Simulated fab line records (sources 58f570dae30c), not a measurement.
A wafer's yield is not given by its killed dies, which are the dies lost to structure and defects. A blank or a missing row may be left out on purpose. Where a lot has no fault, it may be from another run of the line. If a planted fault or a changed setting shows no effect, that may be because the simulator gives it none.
fab line records    flow berkeleyCmos170
record lots=5  wafers=23
route steps=331 shown ZERO@7 PWELL@49 ACTIVE@70 PVT@123 PSD@183 NSD@188 SDANNEAL@204 SILICIDE@211
startH: the number of hours between the record's first day and the start of the first shown wafer of the lot    waitH: how many hours have passed since the lot's step before this one    " unchanged from the row above    L1.1+2: one row covering several wafers at once    - value missing, or start not given    * or withheld: withheld    < > ~ a bound
route shown NAME@n: names a module that has steps shown in the file, with the first one's number in the route    usual: average and standard deviation across the fault-free wafers    same: alike in all rows    chamber/n: place in a boat    sites: the reading at each site    _std_site: the standard deviation of these    _edge_site: mean of outer sites minus mean of inner sites    radiusMm: how far each site lies from the wafer's centre    mask NAME#n: copy n    behind: the tool/chamber that last shaped the wafer    hold: reason for holding the lot/hours on hold/outcome of the hold    device: names the non-switching transistor (n, p or np)    end of line: tests of these same wafers at the route's end    for a step that has no rows: nothing shown but its recipe    killed: count of dies lost to structure and defects at first sort (not the wafer's yield)    map: a wafer's dies, x killed, . not, _ none there
set.NAME: the setting the step ran with; set.NAME@STEP: the setting that earlier step ran with    model.NAME: the simulator's own value behind a step, which no gauge read
lots whose settings were changed on purpose; a table a step, a row a wafer
## steps
# step UCB170_ZERO_COAT_01
# recipe resist=KrF  spinRpm=1500  resistThkNm=900
lot.wafer  tool           chamber  startH  waitH  set.spinRpm  model.KrF_of_ZERO_COAT_01.thkNm
L076.3     lithoTrack-03  0        29.55   0.1    1500         897.4
L076.4     "              0        "       "      1500         899.8
L076.6     "              0        "       "      1500         900.2
L078.1     lithoTrack-01  0        37.15   0.1    1500         899.8
L078.2     "              0        "       "      1500         903.8
L078.4     "              0        "       "      1500         901.6
L078.5     "              0        "       "      1500         900.4
L078.6     "              0        "       "      1500         902.1
L079.1     lithoTrack-03  0        38.59   0.1    1500         903
L079.2     "              0        "       "      1558         885.1
L079.3     "              0        "       "      1558         884.1
L079.5     "              0        "       "      1500         900.1
L079.6     "              0        "       "      1500         902.8
L080.1     lithoTrack-02  0        46.95   0.1    1500         898.3
L080.2     "              0        "       "      1449         915.4
L080.3     "              0        "       "      1500         896.7
L080.5     "              0        "       "      1449         913.7
L080.6     "              0        "       "      1449         914.3
L083.2     lithoTrack-02  0        61.99   0.1    1500         897.8
L083.3     "              0        "       "      1500         896.6
L083.4     "              0        "       "      1500         899.1
L083.5     "              0        "       "      1500         897.9
L083.6     "              0        "       "      1500         897.1
# step UCB170_ZERO_SOFTBAKE_02
# recipe resist=KrF  tempC=130  timeS=60
# step UCB170_ZERO_EXPOSE_03
# recipe maskId=PM_MARKS  na=0.5  sigmaOuter=0.6  sourceShape=conventional  targetCdNm=4000  doseMj=30
# step UCB170_ZERO_DEVELOP_05
# recipe developer=TMAH  developTimeS=45  resist=KrF  devTempC=21
# step UCB170_ZERO_ETCH_06
# recipe chemistry=CHF3/CF4/Ar  target=SiO2  timeS=12  pressureMtorr=100  rfW=500  CHF3_flow_sccm=50  cf4FlowSccm=10  Ar_flow_sccm=120  overEtchFrac=1.58
# step UCB170_ZERO_STRIP_07
# recipe chemistry=O2  powerW=400  pressureMtorr=3500  platenTempC=withheld  o2FlowSccm=400  overashFraction=0.5
# usual stripTimeToEndpointS=21.48/0.054
lot.wafer  tool            chamber  startH  waitH  set.spinRpm@ZERO_COAT_01  stripTimeToEndpointS
L076.3     plasmaAsher-04  0        30.25   0.0    1500                      21.42
L076.4     "               1        "       "      1500                      21.47
L076.6     "               1        "       "      1500                      21.48
L078.1     plasmaAsher-01  1        38.01   0.0    1500                      21.48
L078.2     "               0        "       "      1500                      21.58
L078.4     "               1        "       "      1500                      21.51
L078.5     "               0        "       "      1500                      21.50
L078.6     "               1        "       "      1500                      21.53
L079.1     plasmaAsher-03  0        39.46   0.0    1500                      21.56
L079.2     "               1        "       "      1558                      21.13
L079.3     "               0        "       "      1558                      21.09
L079.5     "               0        "       "      1500                      21.49
L079.6     "               1        "       "      1500                      21.53
L080.1     plasmaAsher-03  0        47.67   0.0    1500                      21.43
L080.2     "               1        "       "      1449                      21.84
L080.3     "               0        "       "      1500                      21.40
L080.5     "               0        "       "      1449                      21.81
L080.6     "               1        "       "      1449                      21.82
L083.2     plasmaAsher-01  1        63.31   0.0    1500                      21.42
L083.3     "               1        "       "      1500                      21.41
L083.4     "               0        "       "      1500                      21.46
L083.5     "               1        "       "      1500                      21.44
L083.6     "               0        "       "      1500                      21.40
# step UCB170_PWELL_IMPLANT_15
# recipe species=B  doseCm2=5e+12  energyKev=60  tiltDeg=7
lot.wafer   tool          chamber  startH  waitH  set.energyKev  model.implant.rpNm  model.implant.drpNm
L076.3+4+6  implanter-01  0        55.61   0.1    60             188.4               64.7
L078.1+2+5  implanter-01  0        66.71   0.1    63.16          194                 66.46
L078.4+6    "             0        "       "      60             181.6               64.7
L079.1+6    implanter-04  0        66.98   0.1    60             198.4               64.7
L079.2+3+5  "             0        "       "      62.8           210                 66.27
L080.1+3+6  implanter-01  0        70.40   0.1    57.61          183.8               63.31
L080.2+5    "             0        "       "      60             190.8               64.7
L083.2+3+5  implanter-04  0        86.40   0.1    56.93          171.4               62.91
L083.4+6    "             0        "       "      60             179.9               64.7
# step UCB170_ACTIVE_EXPOSE_10
# recipe maskId=ACTIVE  targetCdNm=1200  na=0.5  sigmaOuter=0.6  sourceShape=conventional  doseMj=20
lot.wafer   tool           chamber  startH  waitH  mask      set.doseMj
L076.3+4+6  krfScanner-02  0        80.43   0.2    ACTIVE#0  20
L078.1+2+6  krfScanner-02  0        91.42   0.3    ACTIVE#0  20
L078.4+5    "              0        "       "      ACTIVE#0  20.42
L079.1+3    krfScanner-01  0        91.67   0.3    ACTIVE#0  20.76
L079.2+5+6  "              0        "       "      ACTIVE#0  20
L080.1+5    krfScanner-02  0        98.80   0.2    ACTIVE#0  21.11
L080.2+3+6  "              0        "       "      ACTIVE#0  20
L083.2+3    krfScanner-02  0        111.44  0.5    ACTIVE#0  20.63
L083.4+5+6  "              0        "       "      ACTIVE#0  20
# step UCB170_ACTIVE_PEB_11
# recipe pebTempC=130  pebTimeS=withheld  resist=KrF
lot.wafer   tool           chamber  startH  waitH  set.pebTempC
L076.3+4+6  lithoTrack-04  0        80.56   0.1    130
L078.1+4    lithoTrack-03  0        91.78   0.3    127.7
L078.2+5+6  "              0        "       "      130
L079.1+3+6  lithoTrack-01  0        91.92   0.2    133.2
L079.2+5    "              0        "       "      130
L080.1+2+6  lithoTrack-04  0        99.32   0.5    130
L080.3+5    "              0        "       "      128.2
L083.2+5+6  lithoTrack-04  0        111.60  0.1    133.1
L083.3+4    "              0        "       "      130
# step UCB170_ACTIVE_DEVELOP_12
# recipe developer=TMAH  developTimeS=45  resist=KrF  devTempC=21
# step UCB170_ACTIVE_CD_MEAS_13
# recipe targetCdNm=1200
# usual cdNm=1199.9/1.5
lot.wafer  tool      chamber  startH  waitH  set.doseMj@ACTIVE_EXPOSE_10  set.pebTempC@ACTIVE_PEB_11  cdNm
L076.3     cdSem-01  -        80.82   -      20                           130                         1197.9
L076.4     "         -        "       "      20                           130                         1197.7
L076.6     "         -        "       "      20                           130                         1199.0
L078.1     cdSem-02  -        92.13   -      20                           127.7                       1218.2
L078.2     "         -        "       "      20                           130                         1201.0
L078.4     "         -        "       "      20.42                        127.7                       1212.3
L078.5     "         -        "       "      20.42                        130                         1196.9
L078.6     "         -        "       "      20                           130                         1200.8
L079.1     cdSem-02  -        92.25   -      20.76                        133.2                       1172.4
L079.2     "         -        "       "      20                           130                         1197.3
L079.3     "         -        "       "      20.76                        133.2                       1172.4
L079.5     "         -        "       "      20                           130                         1198.5
L079.6     "         -        "       "      20                           133.2                       1178.5
L080.1     cdSem-01  -        99.60   -      21.11                        130                         1189.0
L080.2     "         -        "       "      20                           130                         1199.6
L080.3     "         -        "       "      20                           128.2                       1213.5
L080.5     "         -        "       "      21.11                        128.2                       1203.7
L080.6     "         -        "       "      20                           130                         1199.9
L083.2     cdSem-02  -        111.87  -      20.63                        133.1                       1176.8
L083.3     "         -        "       "      20.63                        130                         1195.8
L083.4     "         -        "       "      20                           130                         1201.3
L083.5     "         -        "       "      20                           133.1                       1182.7
L083.6     "         -        "       "      20                           133.1                       1183.3
# step UCB170_ACTIVE_ETCH_15
# recipe chemistry=CH3F/Ar/O2  target=Si3N4  stopOn=SiO2  CH3F_flow_sccm=20  Ar_flow_sccm=50  O2_flow_sccm=7  pressureMtorr=50  rfW=450  targetDepthA=2420  overEtchFrac=0.1  timeS=151
lot.wafer  tool        chamber  startH  waitH  set.doseMj@ACTIVE_EXPOSE_10  set.pebTempC@ACTIVE_PEB_11  model.ACTIVE.cdNm
L076.3+4   rieDiel-02  1,2      80.94   0.0    20                           130                         1198
L076.6     "           1        "       "      20                           130                         1199
L078.1     rieDiel-01  0        92.29   0.0    20                           127.7                       1218
L078.2+6   "           3        "       "      20                           130                         1201
L078.4     "           2        "       "      20.42                        127.7                       1212
L078.5     "           0        "       "      20.42                        130                         -
L079.1     rieDiel-03  3        92.41   0.0    20.76                        133.2                       1173
L079.2     "           0        "       "      20                           130                         1197
L079.3     "           2        "       "      20.76                        133.2                       1172
L079.5     "           2        "       "      20                           130                         1199
L079.6     "           3        "       "      20                           133.2                       1179
L080.1     rieDiel-03  0        99.75   0.0    21.11                        130                         1188
L080.2     "           2        "       "      20                           130                         1200
L080.3     "           2        "       "      20                           128.2                       1213
L080.5     "           2        "       "      21.11                        128.2                       1203
L080.6     "           0        "       "      20                           130                         1199
L083.2     rieDiel-02  0        112.00  0.0    20.63                        133.1                       1177
L083.3     "           2        "       "      20.63                        130                         1196
L083.4     "           3        "       "      20                           130                         1201
L083.5+6   "           3,0      "       "      20                           133.1                       1183
# step UCB170_ACTIVE_STRIP_16
# recipe chemistry=O2  powerW=400  pressureMtorr=3500  platenTempC=withheld  o2FlowSccm=400  overashFraction=0.5
# step UCB170_ACTIVE_CD_MEAS_90
# recipe targetCdNm=1200
# usual cdNm=1199.9/1.4
lot.wafer  tool      chamber  startH  waitH  set.doseMj@ACTIVE_EXPOSE_10  set.pebTempC@ACTIVE_PEB_11  cdNm
L076.3     cdSem-02  -        81.18   0.1    20                           130                         1198.0
L076.4     "         -        "       "      20                           130                         1198.0
L076.6     "         -        "       "      20                           130                         1198.8
L078.1     cdSem-01  -        92.49   0.1    20                           127.7                       1218.0
L078.2     "         -        "       "      20                           130                         1200.7
L078.4     "         -        "       "      20.42                        127.7                       1212.4
L078.5     "         -        "       "      20.42                        130                         1197.0
L078.6     "         -        "       "      20                           130                         1200.3
L079.1     cdSem-02  -        92.61   0.1    20.76                        133.2                       1172.9
L079.2     "         -        "       "      20                           130                         1197.4
L079.3     "         -        "       "      20.76                        133.2                       1172.3
L079.5     "         -        "       "      20                           130                         1198.5
L079.6     "         -        "       "      20                           133.2                       1178.7
L080.1     cdSem-01  -        100.02  0.1    21.11                        130                         1188.9
L080.2     "         -        "       "      20                           130                         1199.8
L080.3     "         -        "       "      20                           128.2                       1213.6
L080.5     "         -        "       "      21.11                        128.2                       1203.1
L080.6     "         -        "       "      20                           130                         1199.6
L083.2     cdSem-01  -        112.22  0.1    20.63                        133.1                       1176.9
L083.3     "         -        "       "      20.63                        130                         1195.7
L083.4     "         -        "       "      20                           130                         1201.2
L083.5     "         -        "       "      20                           133.1                       1182.9
L083.6     "         -        "       "      20                           133.1                       1183.0
# step UCB170_PVT_STRIP_08
# recipe chemistry=O2  powerW=400  pressureMtorr=3500  platenTempC=withheld  o2FlowSccm=400  overashFraction=0.5
# usual stripTimeToEndpointS=21.61/0.078
lot.wafer  tool            chamber  startH  waitH  set.o2FlowSccm  stripTimeToEndpointS
L076.3     plasmaAsher-03  0        109.37  0.1    400             21.54
L076.4     "               1        "       "      400             21.61
L076.6     "               1        "       "      400             21.57
L078.1     plasmaAsher-04  1        121.85  0.1    400             21.58
L078.2     "               0        "       "      437.8           21.29
L078.4     "               0        "       "      437.8           21.26
L078.5     "               1        "       "      400             21.52
L078.6     "               0        "       "      400             21.52
L079.1     plasmaAsher-02  1        122.12  0.1    400             21.58
L079.2     "               0        "       "      400             21.56
L079.3     "               1        "       "      400             21.55
L079.5     "               1        "       "      400             21.49
L079.6     "               0        "       "      400             21.54
L080.1     plasmaAsher-03  1        132.43  0.1    400             21.61
L080.2     "               0        "       "      424.5           21.36
L080.3     "               1        "       "      424.5           21.29
L080.5     "               1        "       "      400             21.46
L080.6     "               0        "       "      400             21.47
L083.2     plasmaAsher-02  1        137.80  0.1    400             21.66
L083.3     "               1        "       "      400             21.74
L083.4     "               0        "       "      340.9           22.18
L083.5     "               1        "       "      340.9           22.20
L083.6     "               0        "       "      400             21.65
# step UCB170_PSD_IMPLANT_08
# recipe species=B  doseCm2=3e+15  energyKev=20  tiltDeg=7
lot.wafer       tool          chamber  startH  waitH  set.doseCm2
L076.3+4+6      implanter-01  0        133.06  0.1    3e+15
L078.1+2        implanter-01  0        141.95  0.0    3e+15
L078.4+5+6      "             0        "       "      2.917e+15
L079.1+2        implanter-02  0        142.36  0.0    3e+15
L079.3+5+6      "             0        "       "      2.831e+15
L080.1+2+3+5+6  implanter-01  0        155.72  0.0    3e+15
L083.2+3+4+5+6  implanter-01  0        159.09  0.0    3e+15
# step UCB170_PSD_STRIP_09
# recipe chemistry=O2  powerW=400  pressureMtorr=3500  platenTempC=withheld  o2FlowSccm=400  overashFraction=0.5
# usual stripTimeToEndpointS=29.35/0.097
lot.wafer  tool            chamber  startH  waitH  set.doseCm2@PSD_IMPLANT_08  stripTimeToEndpointS
L076.3     plasmaAsher-04  1        133.19  0.1    3e+15                       29.55
L076.4     "               0        "       "      3e+15                       29.57
L076.6     "               0        "       "      3e+15                       29.43
L078.1     plasmaAsher-04  0        142.10  0.1    3e+15                       29.24
L078.2     "               1        "       "      3e+15                       29.30
L078.4     "               0        "       "      2.917e+15                   28.91
L078.5     "               0        "       "      2.917e+15                   28.91
L078.6     "               1        "       "      2.917e+15                   29.01
L079.1     plasmaAsher-02  0        142.51  0.1    3e+15                       29.31
L079.2     "               1        "       "      3e+15                       29.19
L079.3     "               1        "       "      2.831e+15                   28.68
L079.5     "               1        "       "      2.831e+15                   28.64
L079.6     "               0        "       "      2.831e+15                   28.67
L080.1     plasmaAsher-03  0        155.87  0.1    3e+15                       29.36
L080.2     "               1        "       "      3e+15                       29.31
L080.3     "               0        "       "      3e+15                       29.31
L080.5     "               0        "       "      3e+15                       29.43
L080.6     "               1        "       "      3e+15                       29.32
L083.2     plasmaAsher-04  1        159.22  0.1    3e+15                       29.54
L083.3     "               0        "       "      3e+15                       29.47
L083.4     "               1        "       "      3e+15                       29.61
L083.5     "               0        "       "      3e+15                       29.55
L083.6     "               1        "       "      3e+15                       29.56
# step UCB170_NSD_COAT_01
# recipe resist=KrF  spinRpm=1500  resistThkNm=900
lot.wafer  tool           chamber  startH  waitH  set.resistThkNm  model.KrF_of_NSD_COAT_01.thkNm
L076.3+6   lithoTrack-01  0        134.53  0.1    900              899.7
L076.4     "              0        "       "      900              900.2
L078.1     lithoTrack-03  0        143.75  0.1    900              903.9
L078.2+4   "              0        "       "      900              905.7
L078.5     "              0        "       "      900              907.7
L078.6     "              0        "       "      900              905.2
L079.1     lithoTrack-04  0        143.75  0.1    862.9            866.3
L079.2     "              0        "       "      862.9            861.4
L079.3     "              0        "       "      900              900.9
L079.5     "              0        "       "      900              902.9
L079.6     "              0        "       "      862.9            865.7
L080.1     lithoTrack-04  0        156.39  0.1    900              903.8
L080.2     "              0        "       "      879.7            882.9
L080.3     "              0        "       "      900              905.3
L080.5     "              0        "       "      879.7            885.3
L080.6     "              0        "       "      879.7            882.7
L083.2     lithoTrack-01  0        162.39  0.1    953.2            949.9
L083.3     "              0        "       "      900              897.4
L083.4     "              0        "       "      953.2            953.2
L083.5     "              0        "       "      900              899.2
L083.6     "              0        "       "      900              901.1
# step UCB170_NSD_SOFTBAKE_02
# recipe resist=KrF  tempC=130  timeS=60
# step UCB170_NSD_EXPOSE_03
# recipe maskId=NSELECT_MOD  na=0.5  sigmaOuter=0.6  sourceShape=conventional  targetCdNm=1200  doseMj=30
# step UCB170_NSD_IMPLANT_08
# recipe species=P  doseCm2=3e+15  energyKev=40  tiltDeg=7
# step UCB170_NSD_STRIP_09
# recipe chemistry=O2  powerW=400  pressureMtorr=3500  platenTempC=withheld  o2FlowSccm=400  overashFraction=0.5
# usual stripTimeToEndpointS=35.85/0.079
lot.wafer  tool            chamber  startH  waitH  set.resistThkNm@NSD_COAT_01  stripTimeToEndpointS
L076.3     plasmaAsher-02  1        135.95  0.1    900                          35.79
L076.4     "               0        "       "      900                          35.76
L076.6     "               0        "       "      900                          35.81
L078.1     plasmaAsher-01  0        145.32  0.1    900                          35.90
L078.2     "               1        "       "      900                          35.99
L078.4     "               0        "       "      900                          35.98
L078.5     "               1        "       "      900                          36.01
L078.6     "               0        "       "      900                          36.03
L079.1     plasmaAsher-02  1        145.59  0.1    862.9                        35.02
L079.2     "               0        "       "      862.9                        34.88
L079.3     "               0        "       "      900                          35.82
L079.5     "               1        "       "      900                          35.86
L079.6     "               0        "       "      862.9                        35.04
L080.1     plasmaAsher-04  1        157.54  0.1    900                          35.89
L080.2     "               0        "       "      879.7                        35.37
L080.3     "               1        "       "      900                          35.91
L080.5     "               1        "       "      879.7                        35.44
L080.6     "               0        "       "      879.7                        35.39
L083.2     plasmaAsher-04  0        163.90  0.1    953.2                        36.98
L083.3     "               1        "       "      900                          35.76
L083.4     "               0        "       "      953.2                        37.08
L083.5     "               1        "       "      900                          35.78
L083.6     "               0        "       "      900                          35.82
# step UCB170_NSD_CLEAN_11
# recipe chemistry=SPM  tempC=120  timeS=600
# step UCB170_SDANNEAL_RTA_00
# recipe tempC=900  timeS=10  ambient=N2
# step UCB170_SDANNEAL_RTA_01
# recipe tempC=1050  timeS=5  ambient=N2
# step UCB170_SDANNEAL_RS_MEAS_02
# recipe thkMeasGauge=four-point-probe
# usual PSD_RS=75.77/0.29
lot.wafer  tool          chamber  startH  waitH  set.doseCm2@PSD_IMPLANT_08  PSD_RS[ohm/sq]
L076.3     filmMetro-03  -        137.82  0.1    3e+15                       75.62
L076.4     "             -        "       "      3e+15                       75.51
L076.6     "             -        "       "      3e+15                       75.86
L078.1     filmMetro-01  -        146.88  0.0    3e+15                       76.20
L078.2     "             -        "       "      3e+15                       76.11
L078.4     "             -        "       "      2.917e+15                   77.91
L078.5     "             -        "       "      2.917e+15                   77.63
L078.6     "             -        "       "      2.917e+15                   77.71
L079.1     filmMetro-04  -        147.14  0.0    3e+15                       75.25
L079.2     "             -        "       "      3e+15                       75.69
L079.3     "             -        "       "      2.831e+15                   78.77
L079.5     "             -        "       "      2.831e+15                   79.17
L079.6     "             -        "       "      2.831e+15                   79.08
L080.1     filmMetro-03  -        158.80  0.0    3e+15                       75.99
L080.2     "             -        "       "      3e+15                       76.14
L080.3     "             -        "       "      3e+15                       76.05
L080.5     "             -        "       "      3e+15                       75.92
L080.6     "             -        "       "      3e+15                       75.81
L083.2     filmMetro-03  -        165.36  0.1    3e+15                       75.66
L083.3     "             -        "       "      3e+15                       75.82
L083.4     "             -        "       "      3e+15                       75.74
L083.5     "             -        "       "      3e+15                       75.72
L083.6     "             -        "       "      3e+15                       75.67
# step UCB170_SILICIDE_SPUTTER_01
# recipe material=Ti  targetThkNm=30  timeS=25  powerW=1500  chamberPressurePa=0.5
lot.wafer  tool           chamber  startH  waitH  set.powerW  model.Ti_of_SILICIDE_SPUTTER_01.thkNm
L076.3     pvdSputter-04  -        138.32  0.0    1500        29.55
L076.4     "              -        "       "      1500        30.01
L076.6     "              -        "       "      1500        29.9
L078.1     pvdSputter-03  -        147.43  0.0    1400        27.71
L078.2     "              -        "       "      1400        27.81
L078.4     "              -        "       "      1500        29.8
L078.5     "              -        "       "      1500        30.12
L078.6     "              -        "       "      1400        27.65
L079.1     pvdSputter-02  -        147.69  0.0    1500        29.86
L079.2     "              -        "       "      1627        32.1
L079.3     "              -        "       "      1627        32.43
L079.5     "              -        "       "      1627        32.12
L079.6     "              -        "       "      1500        29.99
L080.1     pvdSputter-02  -        159.35  0.0    1500        29.62
L080.2     "              -        "       "      1634        32.49
L080.3     "              -        "       "      1634        32.01
L080.5     "              -        "       "      1500        30.08
L080.6     "              -        "       "      1634        32.66
L083.2     pvdSputter-04  -        165.89  0.0    1615        32.32
L083.3     "              -        "       "      1500        29.87
L083.4     "              -        "       "      1615        32.21
L083.5     "              -        "       "      1615        31.96
L083.6     "              -        "       "      1500        29.91
# step UCB170_SILICIDE_RS_MEAS_02
# recipe thkMeasGauge=four-point-probe  reads=Ti_of_SILICIDE_SPUTTER_01
# usual SILICIDE_TI_RS=26.1/0.33
lot.wafer  tool          chamber  startH  waitH  set.powerW@SILICIDE_SPUTTER_01  SILICIDE_TI_RS[ohm/sq]
L076.3     filmMetro-02  -        138.39  0.1    1500                            26.6
L076.4     "             -        "       "      1500                            26.1
L076.6     "             -        "       "      1500                            26.2
L078.1     filmMetro-02  -        147.46  0.0    1400                            28.7
L078.2     "             -        "       "      1400                            28.6
L078.4     "             -        "       "      1500                            26.4
L078.5     "             -        "       "      1500                            26.0
L078.6     "             -        "       "      1400                            28.7
L079.1     filmMetro-03  -        147.72  0.0    1500                            26.3
L079.2     "             -        "       "      1627                            24.1
L079.3     "             -        "       "      1627                            23.9
L079.5     "             -        "       "      1627                            24.1
L079.6     "             -        "       "      1500                            26.1
L080.1     filmMetro-02  -        159.38  0.0    1500                            26.6
L080.2     "             -        "       "      1634                            23.8
L080.3     "             -        "       "      1634                            24.2
L080.5     "             -        "       "      1500                            26.0
L080.6     "             -        "       "      1634                            23.7
L083.2     filmMetro-02  -        165.94  0.0    1615                            23.9
L083.3     "             -        "       "      1500                            26.3
L083.4     "             -        "       "      1615                            24.1
L083.5     "             -        "       "      1615                            24.3
L083.6     "             -        "       "      1500                            26.3
# step UCB170_SILICIDE_THK_MEAS_03
# recipe thkMeasGauge=xrf  reads=Ti_of_SILICIDE_SPUTTER_01
# usual SILICIDE_TI_THK=30.1/0.35
lot.wafer  tool          chamber  startH  waitH  set.powerW@SILICIDE_SPUTTER_01  SILICIDE_TI_THK[nm]
L076.3     filmMetro-02  -        138.49  0.1    1500                            29.5
L076.4     "             -        "       "      1500                            30.0
L076.6     "             -        "       "      1500                            30.0
L078.1     filmMetro-02  -        147.58  0.1    1400                            27.6
L078.2     "             -        "       "      1400                            27.8
L078.4     "             -        "       "      1500                            29.8
L078.5     "             -        "       "      1500                            30.1
L078.6     "             -        "       "      1400                            27.6
L079.1     filmMetro-03  -        147.84  0.1    1500                            29.9
L079.2     "             -        "       "      1627                            32.0
L079.3     "             -        "       "      1627                            32.4
L079.5     "             -        "       "      1627                            32.2
L079.6     "             -        "       "      1500                            30.1
L080.1     filmMetro-02  -        159.50  0.1    1500                            29.6
L080.2     "             -        "       "      1634                            32.5
L080.3     "             -        "       "      1634                            32.0
L080.5     "             -        "       "      1500                            30.1
L080.6     "             -        "       "      1634                            32.8
L083.2     filmMetro-02  -        166.05  0.1    1615                            32.3
L083.3     "             -        "       "      1500                            29.8
L083.4     "             -        "       "      1615                            32.2
L083.5     "             -        "       "      1615                            32.0
L083.6     "             -        "       "      1500                            29.9
## key
split step=UCB170_ZERO_COAT_01  setting=spinRpm  stated=1500  by=wafer
response step=UCB170_ZERO_COAT_01  reading=model.KrF_of_ZERO_COAT_01.thkNm  change=-4.72  per=1%  r=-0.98
response step=UCB170_ZERO_STRIP_07  reading=stripTimeToEndpointS  change=*  per=1%  r=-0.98
split step=UCB170_PWELL_IMPLANT_15  setting=energyKev  stated=60  by=wafer
response step=UCB170_PWELL_IMPLANT_15  reading=model.implant.rpNm  change=+2.08  per=1%  r=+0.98
response step=UCB170_PWELL_IMPLANT_15  reading=model.implant.drpNm  change=+0.342  per=1%  r=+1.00
split step=UCB170_ACTIVE_EXPOSE_10  setting=doseMj  stated=20  by=wafer
response step=UCB170_ACTIVE_CD_MEAS_13  reading=cdNm  slope=-1.75  per=1%  togetherWith=pebTempC@ACTIVE_PEB_11  explained=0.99
response step=UCB170_ACTIVE_ETCH_15  reading=model.ACTIVE.cdNm  slope=-1.73  per=1%  togetherWith=pebTempC@ACTIVE_PEB_11  explained=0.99
response step=UCB170_ACTIVE_CD_MEAS_90  reading=cdNm  slope=-1.76  per=1%  togetherWith=pebTempC@ACTIVE_PEB_11  explained=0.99
split step=UCB170_ACTIVE_PEB_11  setting=pebTempC  stated=130  by=wafer
response step=UCB170_ACTIVE_CD_MEAS_13  reading=cdNm  change=-8.63  per=1%  r=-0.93
response step=UCB170_ACTIVE_ETCH_15  reading=model.ACTIVE.cdNm  change=-8.49  per=1%  r=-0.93
response step=UCB170_ACTIVE_CD_MEAS_90  reading=cdNm  change=-8.59  per=1%  r=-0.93
split step=UCB170_PVT_STRIP_08  setting=o2FlowSccm  stated=400  by=wafer
response step=UCB170_PVT_STRIP_08  reading=stripTimeToEndpointS  change=*  per=1%  r=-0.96
split step=UCB170_PSD_IMPLANT_08  setting=doseCm2  stated=3e+15  by=wafer
response step=UCB170_PSD_STRIP_09  reading=stripTimeToEndpointS  change=*  per=1%  r=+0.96
response step=UCB170_SDANNEAL_RS_MEAS_02  reading=PSD_RS  change=-0.618  per=1%  r=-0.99
split step=UCB170_NSD_COAT_01  setting=resistThkNm  stated=900  by=wafer
response step=UCB170_NSD_COAT_01  reading=model.KrF_of_NSD_COAT_01.thkNm  change=+8.96  per=1%  r=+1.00
response step=UCB170_NSD_STRIP_09  reading=stripTimeToEndpointS  change=*  per=1%  r=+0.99
split step=UCB170_SILICIDE_SPUTTER_01  setting=powerW  stated=1500  by=wafer
response step=UCB170_SILICIDE_SPUTTER_01  reading=model.Ti_of_SILICIDE_SPUTTER_01.thkNm  change=+0.292  per=1%  r=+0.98
response step=UCB170_SILICIDE_RS_MEAS_02  reading=SILICIDE_TI_RS  change=-0.288  per=1%  r=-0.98
response step=UCB170_SILICIDE_THK_MEAS_03  reading=SILICIDE_TI_THK  change=+0.293  per=1%  r=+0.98
